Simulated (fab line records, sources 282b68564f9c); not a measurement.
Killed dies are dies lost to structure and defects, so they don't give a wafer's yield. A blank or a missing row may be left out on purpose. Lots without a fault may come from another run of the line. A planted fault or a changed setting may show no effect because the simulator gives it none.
Tool commonality check | flow rit_cmos | 15 lots, 54 wafers sampled

WHY IT WAS OPENED
At RIT_PWELL_TW_MEAS_10 the reading PWELL_TW is flagged on 3 of 15 lots. Wafers without a fault read 946, standard deviation 12.
Rule: a lot is flagged when every wafer of it that has a number lies more than 4 standard deviations from that mean, or none has a number. The other lots count as sound.

lot  | measured    | on            | PWELL_TW, wafer by wafer      | flag
L155 | day 1 23:05 | film_metro-04 | 958 953 953                   |
L156 | day 2 05:10 | film_metro-01 | 929 931 928                   |
L157 | day 2 12:42 | film_metro-02 | 950 954 949                   |
L159 | day 2 23:57 | film_metro-02 | 949 958 954                   |
L161 | day 3 06:05 | film_metro-04 | 954 950 954                   |
L162 | day 3 11:02 | film_metro-04 | 957 959 962                   |
L163 | day 3 20:49 | film_metro-02 | 961 961 956                   |
L164 | day 4 00:53 | film_metro-01 | 930 935 931                   |
L166 | day 4 09:08 | film_metro-04 | 953 955 951                   |
L167 | day 4 13:26 | film_metro-04 | 1180 1190 1191 1189 1179 1190 | FLAGGED
L169 | day 4 22:20 | film_metro-02 | 1192 1188 1184 1190 1190 1183 | FLAGGED
L171 | day 5 09:01 | film_metro-01 | 1161 1162 1158 1161 1166 1160 | FLAGGED
L175 | day 6 04:07 | film_metro-02 | 952 947 949                   |
L176 | day 6 09:26 | film_metro-01 | 928 929 932                   |
L178 | day 6 20:08 | film_metro-04 | 961 957 958                   |
The numbers of the flagged lots are 1179 on average: +233 against the usual, or +19 standard deviations.

WHICH TOOL RAN EACH LOT
The record holds 1 process step before the reading, out of a route of 202 steps. In each cell: the tool, then ch and the chambers that the sampled wafers went through, then the start.
lot  | flag    | RIT_PWELL_IMPLANT_08
L155 |         | implanter-02 ch 0, day 1 22:48
L156 |         | implanter-02 ch 0, day 2 04:52
L157 |         | implanter-03 ch 0, day 2 12:23
L159 |         | implanter-03 ch 0, day 2 23:40
L161 |         | implanter-04 ch 0, day 3 05:46
L162 |         | implanter-04 ch 0, day 3 10:44
L163 |         | implanter-04 ch 0, day 3 20:31
L164 |         | implanter-02 ch 0, day 4 00:34
L166 |         | implanter-04 ch 0, day 4 08:40
L167 | FLAGGED | implanter-04 ch 0, day 4 12:48
L169 | FLAGGED | implanter-04 ch 0, day 4 21:45
L171 | FLAGGED | implanter-04 ch 0, day 5 08:23
L175 |         | implanter-03 ch 0, day 6 03:47
L176 |         | implanter-04 ch 0, day 6 09:07
L178 |         | implanter-04 ch 0, day 6 19:49
What these steps do:
- RIT_PWELL_IMPLANT_08
- RIT_PWELL_TW_MEAS_10

FLAGGED OVER TOTAL, TOOL BY TOOL (the gauges that took the reading come last)
step                 | tool          | lots run | flagged | share of the flagged lots | sound lots run after its first flagged lot
RIT_PWELL_IMPLANT_08 | implanter-02  | 3        | 0       | none                      | -
RIT_PWELL_IMPLANT_08 | implanter-03  | 3        | 0       | none                      | -
RIT_PWELL_IMPLANT_08 | implanter-04  | 9        | 3       | all                       | 2 (L176,L178)
RIT_PWELL_TW_MEAS_10 | film_metro-01 | 4        | 1       | some                      | 1 (L176)
RIT_PWELL_TW_MEAS_10 | film_metro-02 | 5        | 1       | some                      | 1 (L175)
RIT_PWELL_TW_MEAS_10 | film_metro-04 | 6        | 1       | some                      | 1 (L178)

WHAT THE TABLE ALLOWS
1 row of the table ran every flagged lot: implanter-04 at RIT_PWELL_IMPLANT_08.
- implanter-04 at RIT_PWELL_IMPLANT_08: 3 of its 9 lots flagged. Sound lots ran on it after the first flagged one (L176, L178), which a lasting fault on the whole tool wouldn't allow.
No row of the table ran every flagged lot and no sound lot after the first.

WHAT THE SIMULATOR HAD PUT IN
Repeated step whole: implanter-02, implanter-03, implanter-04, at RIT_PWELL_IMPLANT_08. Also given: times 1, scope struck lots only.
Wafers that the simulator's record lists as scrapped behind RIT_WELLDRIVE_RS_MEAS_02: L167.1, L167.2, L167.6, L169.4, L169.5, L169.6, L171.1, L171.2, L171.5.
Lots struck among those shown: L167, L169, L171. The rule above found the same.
